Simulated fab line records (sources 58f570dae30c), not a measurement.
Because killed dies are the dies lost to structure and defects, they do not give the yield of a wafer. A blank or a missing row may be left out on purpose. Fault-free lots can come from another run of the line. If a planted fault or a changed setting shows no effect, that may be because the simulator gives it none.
Which tool was responsible? | flow berkeleyCmos170 | 7 lots, 21 wafers sampled, at 2 steps of a route of 331

## WHAT THE GAUGES SHOWED, per wafer
UCB170_V1_CD_MEAS_90 targets a cd of 700 nm.
lot  | measured     | on       | cdNm (nm)
L190 | day 8 21:36  | cdSem-02 | 702.1 699.6 700.3
L193 | day 9 16:17  | cdSem-01 | 699.4 698.1 698.4
L196 | day 10 08:14 | cdSem-02 | - - -
L202 | day 11 07:56 | cdSem-02 | 699.1 698.8 696.2
L204 | day 12 09:56 | cdSem-01 | 698.6 696.4 696.7
L207 | day 12 11:24 | cdSem-02 | 699.3 697.5 698.1
L209 | day 13 14:10 | cdSem-01 | 699.7 699.4 699.5

## WHICH TOOL RAN EACH LOT (tool, then ch and the chambers of the sampled wafers, then the start)
lot  | UCB170_V1_CVD_00
L190 | pecvd-03 ch 1, day 8 18:30
L193 | pecvd-01 ch 0,1,2, day 9 13:58
L196 | pecvd-03 ch 0,1,2, day 10 03:58
L202 | pecvd-04 ch 0,1,2, day 11 04:46
L204 | pecvd-03 ch 1,2, day 12 07:10
L207 | pecvd-01 ch 1,2, day 12 08:35
L209 | pecvd-01 ch 0,1, day 13 11:25
- UCB170_V1_CVD_00: deposits SiO2 from TEOS/O2, target thk 2000 nm, time 250 s.

## THE ANSWER, worked out from the rows above alone
Rule: the usual values come from the lots themselves. The widest of any qualifying gaps counts: lots, ordered by their means at a reading, are off when they make up no more than a third of the lots, leave a main group of 4 or more, and stand apart from it by 3 or more times the standard deviation of that group's means. If all means in a main group match to the digits the tables above print for the reading, that group is not used. Also off: a lot with no number at a reading for which 4 or more lots have one. All remaining lots with rows at the step are treated as sound.
Off at UCB170_V1_CD_MEAS_90 (cdNm): L196. Without a number there: L196. The main group: mean 698.7 nm, standard deviation 1.1.
A tool fits if, at a process step before that reading, it ran every lot that is off, and no sound lot after the first of them. The gauges at UCB170_V1_CD_MEAS_90 are tried like those tools. No candidate that was tried fits.

## WHAT HAD BEEN PUT IN BY THE SIMULATOR
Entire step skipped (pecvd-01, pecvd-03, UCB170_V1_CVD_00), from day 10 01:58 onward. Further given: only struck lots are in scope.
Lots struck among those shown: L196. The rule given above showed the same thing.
